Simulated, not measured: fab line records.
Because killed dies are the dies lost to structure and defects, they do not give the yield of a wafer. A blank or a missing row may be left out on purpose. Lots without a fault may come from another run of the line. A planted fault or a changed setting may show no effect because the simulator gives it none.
Lot-split experiment + flow berkeleyCmos170 + 23 wafers read from 5 lots, route of 331 steps

## ABOUT THE SPLIT
At UCB170_NWELL_CVD_04 (deposits Si3N4 from SiH2Cl2/NH3, target thk 224 nm, time 3360 s), the setting sih2cl2FlowSccm was moved away from the recipe's 25 sccm on 10 of the 23 wafers read, by -10.5% to +12.1%. For the rest of the wafers, this setting stayed at what the recipe calls for.

The split's own step is where the reading is taken.

## THE READING
Si3N4_of_NWELL_CVD_04.thkNm (the simulator's own value, which no gauge read), in nm, at UCB170_NWELL_CVD_04 (deposits Si3N4 from SiH2Cl2/NH3, target thk 224 nm, time 3360 s). No usual value for it is given in the file. Here, 13 wafers ran the recipe; their average is 222.0 nm with a standard deviation of 1.9 nm.

| wafer  | tool, chamber at the split | sih2cl2FlowSccm as run, sccm | against the recipe | Si3N4_of_NWELL_CVD_04.thkNm, nm | against lot-mates on the recipe |
|--------|----------------------------|------------------------------|--------------------|---------------------------------|---------------------------------|
| L079.2 | lpcvd-02, 1                | 25                           | recipe             | 220.2                           | -                               |
| L079.3 | lpcvd-02, 1                | 25                           | recipe             | 220.1                           | -                               |
| L079.6 | lpcvd-02, 1                | 25                           | recipe             | 219.4                           | -                               |
| L080.2 | -, -                       | 25                           | recipe             | 224.7                           | -                               |
| L080.3 | -, -                       | 25                           | recipe             | 225.7                           | -                               |
| L080.4 | -, -                       | 25                           | recipe             | 222.3                           | -                               |
| L080.5 | -, -                       | 25                           | recipe             | 221.6                           | -                               |
| L080.6 | -, -                       | 25                           | recipe             | 224.8                           | -                               |
| L083.1 | -, -                       | 28.02                        | +12.1%             | 232.5                           | no lot-mate on the recipe       |
| L083.2 | -, -                       | 28.02                        | +12.1%             | 230.7                           | no lot-mate on the recipe       |
| L083.4 | -, -                       | 28.02                        | +12.1%             | 232.9                           | no lot-mate on the recipe       |
| L083.5 | -, -                       | 28.02                        | +12.1%             | 231.6                           | no lot-mate on the recipe       |
| L083.6 | -, -                       | 28.02                        | +12.1%             | 231                             | no lot-mate on the recipe       |
| L084.1 | -, -                       | 25                           | recipe             | 221.7                           | -                               |
| L084.2 | -, -                       | 25                           | recipe             | 221.2                           | -                               |
| L084.3 | -, -                       | 25                           | recipe             | 220.5                           | -                               |
| L084.4 | -, -                       | 25                           | recipe             | 221.8                           | -                               |
| L084.6 | -, -                       | 25                           | recipe             | 222.3                           | -                               |
| L085.1 | -, -                       | 22.37                        | -10.5%             | 219.1                           | no lot-mate on the recipe       |
| L085.5 | -, -                       | 22.37                        | -10.5%             | 219.1                           | no lot-mate on the recipe       |
| L085.3 | -, -                       | 22.37                        | -10.5%             | 218.9                           | no lot-mate on the recipe       |
| L085.4 | -, -                       | 22.37                        | -10.5%             | 219                             | no lot-mate on the recipe       |
| L085.6 | -, -                       | 22.37                        | -10.5%             | 218.8                           | no lot-mate on the recipe       |

FIT RESULTS
A straight line over all 23 wafers: Si3N4_of_NWELL_CVD_04.thkNm changes by +0.575 nm for each +1% of sih2cl2FlowSccm; r = +0.90; the points scatter about the line by 2.1 nm.
Too few moved wafers have a lot-mate on the recipe to fit a line with each lot's own level taken away.

## FILE'S OWN FIT
Si3N4_of_NWELL_CVD_04.thkNm changes by +0.576 nm for each +1% of sih2cl2FlowSccm, r = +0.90.
